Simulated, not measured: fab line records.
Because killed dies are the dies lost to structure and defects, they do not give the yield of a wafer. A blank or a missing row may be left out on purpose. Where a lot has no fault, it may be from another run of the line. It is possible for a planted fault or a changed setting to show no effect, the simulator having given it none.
A lot that was struck, set against a sound lot / flow rit_cmos / 28 out of 202 route steps
Sound: the wafers L135.4, L135.5, L135.6. Wafers struck: L145.2, L145.4, L145.6. The cause is given at the end.
Per side, at each step with rows, come the tool, then ch with its chambers, and then its first start. Under that, the readings that differ: sound wafers / struck wafers / difference of the means / sigmas: that difference in standard deviations of wafers without a fault.
alike: a reading whose means differ by less than 2 such deviations, as well as words and numbers matching on both sides. not compared: withheld readings; readings where some wafer has no value; bounds like >300 that might hide an equal value; numbers whose values overlap and for which the record gives no deviation.
Wherever a step has rows on one side only, a row that says differs or no value, or a row with sigmas, the two part there. Numbers that have no deviation but don't overlap get no sigmas and don't part them. A reading that every wafer of one side lacks parts them only if that side has two wafers or more.

RIT_ACTIVE_BOW_MEAS_00:
  sound: film_metro-04 at day 1 15:04; struck: film_metro-04 at day 3 17:01
  alike: INCOMING_BOW
RIT_ACTIVE_OXIDATION_01: target thk 46.8 nm, ox time 3360 s.
  sound on furnace-04 ch 0, day 1 16:19; struck on furnace-04 ch 0, day 3 19:40
reading=model.SiO2_of_ACTIVE_OXIDATION_01.thk_nm (nm); sound=47.12 46.16 46.81; struck=70.42 70.43 69.91; difference=+23.56; sigmas=
  alike: spike_tc_source_C, tube_center_temp_C
RIT_ACTIVE_THK_MEAS_02:
  sound: film_metro-01 at day 1 18:16; struck: film_metro-03 at day 3 21:36
reading=ACTIVE_OXIDE_THK (nm); sound=47.2 46.2 46.8; struck=70.5 70.4 69.9; difference=+23.5; sigmas=+26
then, 1 step without rows for these wafers: RIT_ACTIVE_CVD_03 (deposits Si3N4 from SiH2Cl2/NH3, target thk 150 nm, time 1500 s).
RIT_ACTIVE_THK_MEAS_04:
  sound: film_metro-03 at day 1 21:14; struck: film_metro-01 at day 3 23:05
  alike: ACTIVE_NITRIDE_THK
then, 6 steps without rows for these wafers: RIT_ACTIVE_HMDS_05 (prime time 60 s); RIT_ACTIVE_COAT_06 (resist thk 1000 nm); RIT_ACTIVE_SOFTBAKE_07 (time 60 s); RIT_ACTIVE_EXPOSE_08 (exposes mask M1, target cd 1400 nm); RIT_ACTIVE_PEB_09; RIT_ACTIVE_DEVELOP_10 (develop time 50 s).
RIT_ACTIVE_CD_MEAS_11 targets a cd of 1400 nm.
  sound: cd_sem-01 at day 1 22:18; struck: cd_sem-02 at day 4 00:00
  alike: cd_nm
then, 1 step without rows for these wafers: RIT_ACTIVE_HARDBAKE_12 (time 60 s).
RIT_ACTIVE_ETCH_13: etches Si3N4 in SF6, stops on SiO2, time 210 s, target depth 210 nm.
  sound on rie_diel-03 ch 0,3, day 1 22:31; struck on rie_diel-03 ch 0,2,3, day 4 00:20
  alike: SF6_flow_sccm, drypump_motor_current_A, oes_product_au, throttle_valve_pct
  not compared: rf_hours_counter_h
RIT_ACTIVE_STRIP_14: strips in O2, time 180 s.
  sound on plasma_asher-01 ch 0,1, day 1 22:42; struck on plasma_asher-04 ch 1, day 4 00:28
  alike: drypump_motor_current_A
  not compared: rf_hours_counter_h
RIT_ACTIVE_CD_MEAS_90 targets a cd of 1400 nm.
  sound: cd_sem-02 at day 1 22:53; struck: cd_sem-01 at day 4 00:40
  alike: cd_nm
then, 4 steps without rows for these wafers: RIT_ACTIVE_CLEAN_15 (cleans in SC1, time 600 s); RIT_ACTIVE_CLEAN_16 (cleans in dHF, time 30 s); RIT_ACTIVE_CLEAN_17 (cleans in SC2, time 600 s); RIT_FOX1_OXIDATION_00 (target thk 350.7 nm, ox time 1130 s).
RIT_FOX1_THK_MEAS_01:
  sound: film_metro-02 at day 2 05:00; struck: film_metro-02 at day 4 02:37
  alike: FOX1_OXIDE_THK
then, 2 steps without rows for these wafers: RIT_FOX1_WET_ETCH_02 (etches SiO2 in BOE, target depth 350 nm, time 390 s); RIT_FOX2_OXIDATION_00 (target thk 350.7 nm, ox time 1130 s).
RIT_FOX2_THK_MEAS_01:
  sound: film_metro-02 at day 2 08:15; struck: film_metro-02 at day 4 04:07
reading=FOX2_OXIDE_THK (nm); sound=355 354 360; struck=342 340 343; difference=-15; sigmas=-2
then, 1 step without rows for these wafers: RIT_FOX2_CLEAN_02 (cleans in dHF, time 180 s).
RIT_FOX2_WET_ETCH_03: etches Si3N4 in H3PO4, target depth 195 nm, time 2700 s.
  sound on wet_bench-03 ch 0, day 2 08:20; struck on wet_bench-04 ch 0, day 4 04:14
reading=temp_c (C); sound=164.62 164.84 164.71; struck=165.02 165.10 165.18; difference=+0.38; sigmas=+3
reading=model.SiO2_of_ACTIVE_OXIDATION_01.thk_nm (nm); sound=41.28 41.03 40.99; struck=60.49 62.28 61.27; difference=+20.25; sigmas=
RIT_FOX2_THK_MEAS_90:
  sound: film_metro-01 at day 2 09:07; struck: film_metro-03 at day 4 05:00
reading=FIELD_OXIDE_LEFT_1_THK (nm); sound=328 327 333; struck=314 312 314; difference=-16; sigmas=-2
RIT_M1_PROBE_99:
  sound: prober-02 at day 4 04:02; struck: prober-01 at day 5 21:32
reading=model.etest.pldd.width_nm (nm); sound=3180 3190 3151; struck=2879 2858 2870; difference=-305; sigmas=
reading=model.etest.nldd.width_nm (nm); sound=3186 3186 3174; struck=2864 2851 2867; difference=-321; sigmas=
reading=model.etest.nmos_0p3.r_on_ohm_um; sound=2193 2205 2178; struck=2273 2259 2312; difference=+89; sigmas=
reading=model.etest.pplus_sal.width_nm (nm); sound=3443 3468 3456; struck=3330 3335 3357; difference=-115; sigmas=
reading=model.etest.nplus_sal.width_nm (nm); sound=3470 3462 3445; struck=3339 3300 3344; difference=-131; sigmas=
reading=model.etest.nmos_narrow.drive_ua_um; sound=226.2 226.8 226.2; struck=154.6 151.5 151.1; difference=-74.0; sigmas=
reading=model.etest.pmos_narrow.drive_ua_um; sound=102.3 102.1 103.5; struck=75.04 73.46 73.39; difference=-28.67; sigmas=
reading=model.etest.nmos_0p15.drive_ua_um; sound=459.4 468 462; struck=444.9 441.5 430.4; difference=-24.2; sigmas=
  alike: killed_at_contacts, killed_at_front_end, killed_dies, killed_open, killed_short

## WHERE THEY PART
At RIT_ACTIVE_THK_MEAS_02 first; at RIT_FOX2_THK_MEAS_90 last (within this record only). Later steps at which nothing parts them and some readings are alike: RIT_M1_PROBE_99.

WHY: what the simulator had put in
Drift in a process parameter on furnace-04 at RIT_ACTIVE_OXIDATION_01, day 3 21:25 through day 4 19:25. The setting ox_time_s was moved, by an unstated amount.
